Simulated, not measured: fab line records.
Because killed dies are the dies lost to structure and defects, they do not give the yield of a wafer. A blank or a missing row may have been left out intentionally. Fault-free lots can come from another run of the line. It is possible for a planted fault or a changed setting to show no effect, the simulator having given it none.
Which tool did it?	flow berkeley-cmos170	14 lots with 42 wafers sampled at 3 steps, on a route of 331 steps

WHAT THE GAUGES READ, wafer by wafer
UCB170_NWELL_OVL_MEAS_12.
lot	measured	on	NWELL_OVL (nm)
L352	day 2 07:21	overlay-01	3 12 6
L354	day 2 21:07	overlay-02	-5 1 -3
L353	day 2 21:31	overlay-01	2 0 -3
L358	day 3 17:20	overlay-02	-3 8 5
L364	day 5 01:35	overlay-02	0 0 4
L367	day 5 14:41	overlay-02	-6 2 6
L368	day 5 18:50	overlay-01	-2 1 7
L369	day 6 01:15	overlay-02	5 10 4
L370	day 6 05:47	overlay-02	8 9 6
L371	day 6 12:00	overlay-01	3 12 -4
L372	day 6 12:03	overlay-02	3 3 8
L373	day 6 19:23	overlay-01	5 8 4
L374	day 6 19:55	overlay-02	9 20 5
L375	day 7 04:19	overlay-02	11 10 9

UCB170_PLDD_TW_MEAS_11.
lot	measured	on	PLDD_TW
L352	day 6 15:57	film-metro-02	1018 1016 1020
L354	day 7 11:17	film-metro-03	1007 1006 1006
L353	day 7 10:32	film-metro-02	1019 1016 1015
L358	day 7 19:45	film-metro-02	1016 1025 1021
L364	day 9 22:58	film-metro-02	1016 1028 1021
L367	day 10 11:32	film-metro-03	1009 1013 1010
L368	day 10 11:14	film-metro-03	1006 1010 1013
L369	day 10 23:21	film-metro-03	1009 1008 1020
L370	day 11 00:30	film-metro-03	1019 1017 1014
L371	day 10 23:29	film-metro-04	992 997 995
L372	day 11 00:01	film-metro-02	1016 1021 1025
L373	day 11 18:42	film-metro-03	1011 1013 1019
L374	day 11 18:41	film-metro-02	1023 1023 1023
L375	day 12 02:56	film-metro-03	1012 1015 1012

WHICH TOOL RAN EACH LOT (tool, then ch and the chambers of the sampled wafers, then the start)
lot	UCB170_GATE_ETCH_15
L352	rie-si-01 ch 1,2,3, day 6 13:07
L354	rie-si-01 ch 2,3, day 7 08:52
L353	rie-si-01 ch 1,2,3, day 7 08:37
L358	rie-si-01 ch 1,2,3, day 7 17:20
L364	rie-si-02 ch 0,1,3, day 9 20:59
L367	rie-si-02 ch 2,3, day 10 09:18
L368	rie-si-01 ch 0,1, day 10 09:01
L369	rie-si-01 ch 0,1,2, day 10 21:08
L370	rie-si-02 ch 1,2,3, day 10 21:50
L371	rie-si-02 ch 0,1,2, day 10 21:25
L372	rie-si-01 ch 0,2,3, day 10 21:35
L373	rie-si-02 ch 0,1,3, day 11 16:19
L374	rie-si-01 ch 0,1,2, day 11 16:10
L375	rie-si-01 ch 0,2, day 12 01:04
- UCB170_GATE_ETCH_15: etches poly-Si in HBr/Cl2, stops on SiO2, time 56.3 s, target depth 278.2 nm.

WHAT THE TOOLS THEMSELVES READ (means of the sampled wafers that have a number; where no wafer has one, the mark that the record gives instead)
UCB170_GATE_ETCH_15.
lot	tool	drypump-motor-current-A (A)	oes-product-au (a.u.)	rf-fwd-power-W (W)	run-length-s (s)	throttle-valve-pct (%)
L352	rie-si-01	5.4	0.821	298.6	84.2	26.15
L354	rie-si-01	5.2	0.818	299.5	86.0	26.09
L353	rie-si-01	5.4	0.830	297.9	84.2	26.15
L358	rie-si-01	5.4	0.825	297.4	85.4	26.14
L364	rie-si-02	5.7	0.839	297.1	84.5	26.15
L367	rie-si-02	5.2	0.825	296.0	84.7	26.35
L368	rie-si-01	6.0	0.815	296.7	84.4	26.29
L369	rie-si-01	5.7	0.842	297.6	84.2	26.23
L370	rie-si-02	5.3	0.830	296.5	84.9	26.41
L371	rie-si-02	5.8	0.834	297.9	84.6	26.39
L372	rie-si-01	5.5	0.840	297.2	83.6	26.13
L373	rie-si-02	5.6	0.841	296.6	84.5	26.15
L374	rie-si-01	5.7	0.822	297.5	84.0	26.24
L375	rie-si-01	5.5	0.852	297.8	83.8	26.17

THE ANSWER, worked out from the rows above alone
Rule: the usual values come from the lots themselves. Put in order of their means at a reading, lots are off if they are a third of the lots or fewer, leave a main group of 4 or more, and stand apart from it by a gap of 3 or more times the standard deviation of the main group's means; of several such gaps the widest counts. Not used: any main group whose means are identical at the precision the tables above print for the reading. Also off: a lot with no number at a reading for which 4 or more lots have one. Where the step has rows for the other lots, those lots are counted as sound. First the gauges in route order, then the tools' own readings, where a lot's mean is used as printed above. At the first step where some lot is off, the reading lying furthest off is the one used; lots without a number count as furthest.
No lot is off at any reading shown: from this, nothing can be told.

WHAT THE SIMULATOR PUT IN
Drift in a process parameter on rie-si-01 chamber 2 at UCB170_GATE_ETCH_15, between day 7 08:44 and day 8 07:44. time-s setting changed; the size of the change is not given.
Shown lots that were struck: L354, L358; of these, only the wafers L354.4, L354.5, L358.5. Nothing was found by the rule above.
